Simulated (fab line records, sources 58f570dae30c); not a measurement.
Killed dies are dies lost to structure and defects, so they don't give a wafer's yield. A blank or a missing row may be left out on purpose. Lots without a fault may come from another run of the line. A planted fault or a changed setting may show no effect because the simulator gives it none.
Tool commonality check | flow berkeley_cmos170 | 15 lots, 57 wafers sampled

WHY IT WAS OPENED
At UCB170_ACTIVE_OVL_MEAS_14 the reading ACTIVE_OVL is flagged on 4 of 15 lots. Wafers without a fault read -2 nm, standard deviation 4.8.
Rule: a lot is flagged when every wafer of it that has a number lies more than 4 standard deviations from that mean, or none has a number. The other lots count as sound.

lot  | measured    | on         | ACTIVE_OVL (nm), wafer by wafer | flag
L321 | day 4 20:11 | overlay-01 | -1 3 -1                         |
L324 | day 5 06:11 | overlay-02 | 3 -5 1                          |
L323 | day 5 06:15 | overlay-01 | -1 -3 -5                        |
L322 | day 5 06:24 | overlay-02 | -2 -3 -2                        |
L325 | day 5 11:44 | overlay-01 | -5 -10 -6                       |
L327 | day 6 00:18 | overlay-02 | -158 -157 -160 -158 -157 -163   | FLAGGED
L328 | day 6 07:39 | overlay-02 | -3 -2 -7                        |
L329 | day 6 07:55 | overlay-02 | -151 -153 -148 -152 -157 -151   | FLAGGED
L330 | day 6 13:40 | overlay-02 | -169 -158 -166 -172 -158 -169   | FLAGGED
L332 | day 7 01:33 | overlay-01 | 2 11 7                          |
L333 | day 7 10:26 | overlay-01 | -158 -161 -163 -158 -161 -162   | FLAGGED
L336 | day 7 18:58 | overlay-01 | -1 -7 -4                        |
L337 | day 8 06:46 | overlay-01 | -3 0 -2                         |
L339 | day 8 19:11 | overlay-01 | 12 0 0                          |
L342 | day 9 01:28 | overlay-02 | -4 0 -3                         |
The numbers of the flagged lots are -159 nm on average: -157 nm against the usual, or -33 standard deviations.

WHICH TOOL RAN EACH LOT
The record holds 1 process step before the reading, out of a route of 331 steps. In each cell: the tool, then ch and the chambers that the sampled wafers went through, then the start.
lot  | flag    | UCB170_ACTIVE_EXPOSE_10
L321 |         | krf_scanner-01 ch 0, day 4 19:31
L324 |         | krf_scanner-01 ch 0, day 5 05:16
L323 |         | krf_scanner-02 ch 0, day 5 05:29
L322 |         | krf_scanner-01 ch 0, day 5 05:46
L325 |         | krf_scanner-02 ch 0, day 5 11:01
L327 | FLAGGED | krf_scanner-02 ch 0, day 5 23:47
L328 |         | krf_scanner-01 ch 0, day 6 07:09
L329 | FLAGGED | krf_scanner-02 ch 0, day 6 07:23
L330 | FLAGGED | krf_scanner-02 ch 0, day 6 13:04
L332 |         | krf_scanner-01 ch 0, day 7 00:26
L333 | FLAGGED | krf_scanner-02 ch 0, day 7 09:38
L336 |         | krf_scanner-01 ch 0, day 7 17:55
L337 |         | krf_scanner-01 ch 0, day 8 06:16
L339 |         | krf_scanner-01 ch 0, day 8 18:41
L342 |         | krf_scanner-01 ch 0, day 9 00:35
What these steps do:
- UCB170_ACTIVE_EXPOSE_10: exposes mask ACTIVE, target cd 1200 nm.
- UCB170_ACTIVE_OVL_MEAS_14

FLAGGED OVER TOTAL, TOOL BY TOOL (the gauges that took the reading come last)
step                      | tool           | lots run | flagged | share of the flagged lots | sound lots run after its first flagged lot
UCB170_ACTIVE_EXPOSE_10   | krf_scanner-01 | 9        | 0       | none                      | -
UCB170_ACTIVE_EXPOSE_10   | krf_scanner-02 | 6        | 4       | all                       | 0
UCB170_ACTIVE_OVL_MEAS_14 | overlay-01     | 8        | 1       | some                      | 3 (L336,L337,L339)
UCB170_ACTIVE_OVL_MEAS_14 | overlay-02     | 7        | 3       | some                      | 2 (L328,L342)

WHAT THE TABLE ALLOWS
1 row of the table ran every flagged lot: krf_scanner-02 at UCB170_ACTIVE_EXPOSE_10.
- krf_scanner-02 at UCB170_ACTIVE_EXPOSE_10: 4 of its 6 lots flagged. Its last sound lot is L325 (day 5 11:01), its first flagged lot L327 (day 5 23:47): a fault that began between those two fits.
One tool is left: krf_scanner-02 at UCB170_ACTIVE_EXPOSE_10.

WHAT THE SIMULATOR HAD PUT IN
Scanner matching overlay: krf_scanner-02, from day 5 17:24 on, at UCB170_ACTIVE_EXPOSE_10. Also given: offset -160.
Lots struck among those shown: L327, L329, L330, L333. The rule above found the same.
